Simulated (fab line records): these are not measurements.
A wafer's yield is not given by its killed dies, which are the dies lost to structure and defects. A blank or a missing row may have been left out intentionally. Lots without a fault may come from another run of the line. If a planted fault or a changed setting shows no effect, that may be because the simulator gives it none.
fab line records -- flow ritCmos
[record] lots = 5, wafers = 15, lastDay = 7
route steps=202 shown PRETRO@68 GATE@75
lots with no fault: from the same line, run without faults
startH: the number of hours between the record's first day and the start of the first shown wafer of the lot -- waitH: time in hours since the lot's previous step -- " repeats the value in the row above -- L1.1+2: several wafers, shown together as one row -- - value missing, or start not given -- * or withheld: withheld -- < > ~ a bound
route shown NAME@n: names a module that has steps shown in the file, with the first one's number in the route -- usual: mean/standard deviation of fault-free wafers -- same: alike in all rows -- chamber/n: place in a boat -- sites: each site's reading -- _std_site: the values' standard deviation -- _edge_site: mean of outer sites minus mean of inner sites -- radiusMm: how far each site lies from the wafer's centre -- mask NAME#n: copy n -- behind: tool/chamber where the wafer was last shaped -- hold: the reason the lot was held/the length of the hold in hours/how it ended -- device: the transistor (n, p or np) that didn't switch -- end of line: the route-end tests of the same wafers -- a step given without rows: its recipe and nothing more -- killed: at the first sort, the dies lost to defects and structure; wafer yield is something else -- map: dies across one wafer; x = killed, . = not, _ = none there
set.NAME: setting as actually run; set.NAME@STEP: the setting as run at that earlier step -- model.NAME: the simulator's own value behind a step, which no gauge read
lots at some steps of the route; a table a step, a row a wafer
services: from which hour (startH, from the record's first day; less than 0 if before it) a tool's chamber was out of use, for how many hours, and why
[[steps]]
[step RIT_PRETRO_PEB_04]
[recipe] resist = NOVOLAK, tempC = withheld, timeS = withheld
lot.wafer,tool,chamber,startH,waitH
L076.2+3+5,lithoTrack-02,0,44.28,0.1
L080.2+3+5,lithoTrack-02,0,63.35,0.1
L081.1+2+4,lithoTrack-02,0,68.31,0.1
L083.3+4+6,lithoTrack-02,0,82.29,0.2
L094.4+5+6,lithoTrack-02,0,133.64,0.3
[step RIT_PRETRO_DEVELOP_05]
[recipe] resist = NOVOLAK, developTimeS = 68, devTempC = 23
lot.wafer,tool,chamber,startH,waitH
L076.2+3+5,lithoTrack-02,0,-,-
L080.2+3+5,lithoTrack-02,0,-,-
L081.1+2+4,lithoTrack-02,0,-,-
L083.3+4+6,lithoTrack-02,0,-,-
L094.4+5+6,lithoTrack-02,0,-,-
[step RIT_PRETRO_OVL_MEAS_06]
[usual] PRETRO_OVL = 0.2/1.4
lot.wafer,tool,chamber,startH,waitH,PRETRO_OVL[nm]
L076.2,overlay-01,-,44.57,-,-0.9
L076.3,overlay-01,-,44.57,-,0.1
L076.5,overlay-01,-,44.57,-,-0.9
L080.2,overlay-01,-,63.65,-,-2.2
L080.3,overlay-01,-,63.65,-,-1.0
L080.5,overlay-01,-,63.65,-,-2.4
L081.1,overlay-02,-,68.62,-,0.2
L081.2,overlay-02,-,68.62,-,0.1
L081.4,overlay-02,-,68.62,-,-0.6
L083.3,overlay-01,-,82.56,-,-2.9
L083.4,overlay-01,-,82.56,-,-3.4
L083.6,overlay-01,-,82.56,-,-3.5
L094.4,overlay-02,-,133.90,-,2.4
L094.5,overlay-02,-,133.90,-,0.7
L094.6,overlay-02,-,133.90,-,0.8
[step RIT_PRETRO_HARDBAKE_07]
[recipe] resist = NOVOLAK, tempC = 140, timeS = 120
lot.wafer,tool,chamber,startH,waitH
L076.2+3+5,lithoTrack-04,0,44.75,0.2
L080.2+3+5,lithoTrack-03,0,63.72,0.1
L081.1+2+4,lithoTrack-03,0,68.66,0.0
L083.3+4+6,lithoTrack-04,0,82.80,0.2
L094.4+5+6,lithoTrack-04,0,134.12,0.2
[step RIT_PRETRO_IMPLANT_08]
[recipe] species = B, energyKev = 45, doseCm2 = 1.2e+13, tiltDeg = 6.798
lot.wafer,tool,chamber,startH,waitH
L076.2+3+5,implanter-04,0,44.98,0.2
L080.2+3+5,implanter-04,0,63.95,0.2
L081.1+2+4,implanter-01,0,68.91,0.2
L083.3+4+6,implanter-03,0,83.02,0.2
L094.4+5+6,implanter-01,0,134.32,0.2
[step RIT_PRETRO_STRIP_09]
[recipe] chemistry = O2, timeS = 180, resist = NOVOLAK, platenTempC = withheld, powerW = 500, pressureMtorr = 4000, o2FlowSccm = 4000
[usual] drypumpMotorCurrentA = 5.84/0.17, rfReflPowerW = 6.8/1.6
lot.wafer,tool,chamber,startH,waitH,drypumpMotorCurrentA,rfHoursCounterH,rfReflPowerW
L076.2,plasmaAsher-03,1,45.11,0.1,6.08,39,6.4
L076.3,plasmaAsher-03,0,45.11,0.1,5.72,-,9.8
L076.5,plasmaAsher-03,0,45.11,0.1,5.68,-,9.9
L080.2,plasmaAsher-03,0,64.08,0.1,5.68,41,10.0
L080.3,plasmaAsher-03,0,64.08,0.1,5.69,-,10.1
L080.5,plasmaAsher-03,1,64.08,0.1,6.02,-,6.1
L081.1,plasmaAsher-01,1,69.06,0.1,5.62,42,5.9
L081.2,plasmaAsher-01,0,69.06,0.1,6.10,42,4.9
L081.4,plasmaAsher-01,1,69.06,0.1,5.62,-,5.9
L083.3,plasmaAsher-02,1,83.18,0.1,5.88,-,5.4
L083.4,plasmaAsher-02,0,83.18,0.1,5.70,-,8.2
L083.6,plasmaAsher-02,0,83.18,0.1,5.72,-,8.1
L094.4,plasmaAsher-01,0,134.45,0.1,6.10,-,5.3
L094.5,plasmaAsher-01,1,134.45,0.1,5.65,-,5.6
L094.6,plasmaAsher-01,0,134.45,0.1,6.11,-,5.3
[step RIT_PRETRO_TW_MEAS_10]
[usual] PRETRO_TW = 470/5.2
lot.wafer,tool,chamber,startH,waitH,PRETRO_TW
L076.2,filmMetro-01,-,45.29,0.1,467
L076.3,filmMetro-01,-,45.29,0.1,463
L076.5,filmMetro-01,-,45.29,0.1,465
L080.2,filmMetro-04,-,64.26,0.1,476
L080.3,filmMetro-04,-,64.26,0.1,477
L080.5,filmMetro-04,-,64.26,0.1,477
L081.1,filmMetro-04,-,69.23,0.1,477
L081.2,filmMetro-04,-,69.23,0.1,475
L081.4,filmMetro-04,-,69.23,0.1,476
L083.3,filmMetro-01,-,83.31,0.1,462
L083.4,filmMetro-01,-,83.31,0.1,466
L083.6,filmMetro-01,-,83.31,0.1,468
L094.4,filmMetro-01,-,134.60,0.1,464
L094.5,filmMetro-01,-,134.60,0.1,467
L094.6,filmMetro-01,-,134.60,0.1,466
[step RIT_GATE_WET_ETCH_00]
[recipe] chemistry = BOE, target = SiO2, targetDepthNm = 56, timeS = 60, dry = n2Spin, dilution = 10:1, tempC = 21.5
lot.wafer,tool,chamber,startH,waitH
L076.2+3+5,wetBench-02,3,45.34,0.0
L080.2+3+5,wetBench-02,2,64.31,0.0
L081.1+2+4,wetBench-01,0,69.29,0.1
L083.3+4+6,wetBench-02,2,83.35,0.0
L094.4+5+6,wetBench-02,0,134.63,0.0
[step RIT_GATE_CLEAN_01]
[recipe] chemistry = SC1, mix = 3:3:50, timeS = 600, tempC = 75
lot.wafer,tool,chamber,startH,waitH
L076.2+3+5,wetBench-01,1,45.37,0.0
L080.2+3+5,wetBench-03,0,64.34,0.0
L081.1+2+4,wetBench-02,0,69.32,0.0
L083.3+4+6,wetBench-01,0,83.38,0.0
L094.4+5+6,wetBench-01,1,134.65,0.0
[step RIT_GATE_CLEAN_02]
[recipe] chemistry = dHF, dilution = 50:1, timeS = 30
lot.wafer,tool,chamber,startH,waitH
L076.2+3+5,wetBench-03,3,45.56,0.0
L080.2+3+5,wetBench-02,0,64.51,0.0
L081.1+2+4,wetBench-01,1,69.49,0.0
L083.3+4+6,wetBench-03,0,83.55,0.0
L094.4+5+6,wetBench-02,2,134.84,0.0
[step RIT_GATE_CLEAN_03]
[recipe] chemistry = SC2, mix = 3:3:50, timeS = 600, tempC = 75, dry = n2Spin
lot.wafer,tool,chamber,startH,waitH
L076.2+3+5,wetBench-02,0,45.58,0.0
L080.2+3+5,wetBench-03,1,64.53,0.0
L081.1+2+4,wetBench-02,2,69.51,0.0
L083.3+4+6,wetBench-02,1,83.57,0.0
L094.4+5+6,wetBench-03,1,134.86,0.0
[[services]]
tool,chamber,startH,hours,kind
wetBench-01,-,29.57,2.7,repair
wetBench-02,-,33.48,1.9,pm
implanter-04,-,35.09,3.4,repair
plasmaAsher-01,-,55.06,1.2,repair
implanter-03,-,57.50,1.7,repair
wetBench-01,-,63.10,2.8,repair
implanter-04,-,64.76,1.3,repair
implanter-03,-,65.47,4.7,pm
implanter-04,-,69.34,5.4,repair
implanter-03,-,70.16,3.2,pm
plasmaAsher-02,-,72.75,2.8,pm
implanter-01,-,82.18,4.4,pm
implanter-03,-,84.58,10.2,repair
implanter-04,-,94.46,5.6,pm
plasmaAsher-01,-,108.90,9.0,pm
plasmaAsher-01,0,108.90,9.0,ventCycle
plasmaAsher-01,1,108.90,9.0,ventCycle
plasmaAsher-01,0,117.90,-,clean
plasmaAsher-01,1,117.90,-,clean
wetBench-03,-,118.87,1.9,pm
implanter-04,-,123.43,2.4,repair
[[key]]
fault none
